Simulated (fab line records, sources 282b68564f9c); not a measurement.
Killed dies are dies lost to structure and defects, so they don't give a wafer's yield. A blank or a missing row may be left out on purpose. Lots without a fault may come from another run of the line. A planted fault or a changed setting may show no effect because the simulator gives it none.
A struck lot beside a sound one | flow rit_cmos | 16 steps out of a route of 202
Sound: wafers L766.2, L766.3, L766.4. Struck: wafers L774.2, L774.3, L774.6. The cause comes at the end.
At each step with rows: each side's tool, then ch and its chambers, then its first start. Under that, the readings that differ: sound wafers | struck wafers | difference of the means | sigmas: that difference in standard deviations of wafers without a fault.
alike: readings whose means differ by less than 2 such deviations, and words and numbers that are the same on both sides. not compared: withheld readings, readings that some wafer has no value for, bounds like >300 that may hide the same value, and numbers for which the record gives no deviation and whose values overlap.
The two part at a step that has a row with sigmas, a row that says differs or no value, or rows on one side only. Numbers that don't overlap but have no deviation are shown without sigmas and don't part them. A reading that every wafer of one side lacks parts them only if that side has two wafers or more.

RIT_ACTIVE_BOW_MEAS_00:
  sound on film_metro-01, day 2 01:01; struck on film_metro-03, day 3 17:01
  alike: INCOMING_BOW
then, 1 step without rows for these wafers: RIT_ACTIVE_OXIDATION_01 (target thk 46.8 nm, ox time 3360 s).
RIT_ACTIVE_THK_MEAS_02:
  sound on film_metro-03, day 2 03:06; struck on film_metro-01, day 3 19:06
  alike: ACTIVE_OXIDE_THK
then, 1 step without rows for these wafers: RIT_ACTIVE_CVD_03 (deposits Si3N4 from SiH2Cl2/NH3, target thk 150 nm, time 1500 s).
RIT_ACTIVE_THK_MEAS_04:
  sound on film_metro-03, day 2 04:35; struck on film_metro-03, day 3 20:34
  reading                 | sound             | struck            | difference | sigmas
  ACTIVE_NITRIDE_THK (nm) | 151.1 150.2 151.4 | 148.3 148.4 148.0 | -2.7       | -2
then, 6 steps without rows for these wafers: RIT_ACTIVE_HMDS_05 (prime time 60 s); RIT_ACTIVE_COAT_06 (resist thk 1000 nm); RIT_ACTIVE_SOFTBAKE_07 (time 60 s); RIT_ACTIVE_EXPOSE_08 (exposes mask M1, target cd 1400 nm); RIT_ACTIVE_PEB_09; RIT_ACTIVE_DEVELOP_10 (develop time 50 s).
RIT_ACTIVE_CD_MEAS_11: target cd 1400 nm.
  sound on cd_sem-01, day 2 05:30; struck on cd_sem-01, day 3 21:37
  alike: cd_nm
RIT_ACTIVE_HARDBAKE_12: time 60 s.
  sound on litho_track-03 ch 0, day 2 05:38; struck on litho_track-03 ch 0, day 3 21:44
  reading                                     | sound                | struck               | difference | sigmas
  heater_power_total_W (W)                    | 62.60 62.60 62.60    | 69.06 69.15 69.09    | +6.50      | +99 or more
  plate_temp_C (C)                            | 140.22 140.00 140.10 | 151.65 151.36 151.60 | +11.43     | +71
  model.NOVOLAK_of_ACTIVE_COAT_06.thk_nm (nm) | 880.6 880.8 882      | 872.3 873.1 873.1    | -8.3       |
RIT_ACTIVE_ETCH_13: etches Si3N4 in SF6, stops on SiO2, time 210 s, target depth 210 nm.
  sound on rie_diel-02 ch 0,1,2, day 2 05:45; struck on rie_diel-01 ch 1,2,3, day 3 21:52
  reading                                     | sound             | struck            | difference | sigmas
  model.NOVOLAK_of_ACTIVE_COAT_06.thk_nm (nm) | 659.9 654.9 658.6 | 646.4 639.4 638.9 | -16.2      |
  alike: drypump_motor_current_A, oes_product_au, throttle_valve_pct
  not compared: rf_hours_counter_h
RIT_ACTIVE_STRIP_14: strips in O2, time 180 s.
  sound on plasma_asher-03 ch 0,1, day 2 05:53; struck on plasma_asher-03 ch 0,1, day 3 22:00
  alike: drypump_motor_current_A
  not compared: rf_hours_counter_h
RIT_M1_PROBE_99:
  the record has rows for the struck wafers here (prober-01, day 5 20:14) and none for the sound ones

WHERE THEY PART
First at RIT_ACTIVE_THK_MEAS_04; last, within this record, at RIT_M1_PROBE_99.

WHY: what the simulator had put in
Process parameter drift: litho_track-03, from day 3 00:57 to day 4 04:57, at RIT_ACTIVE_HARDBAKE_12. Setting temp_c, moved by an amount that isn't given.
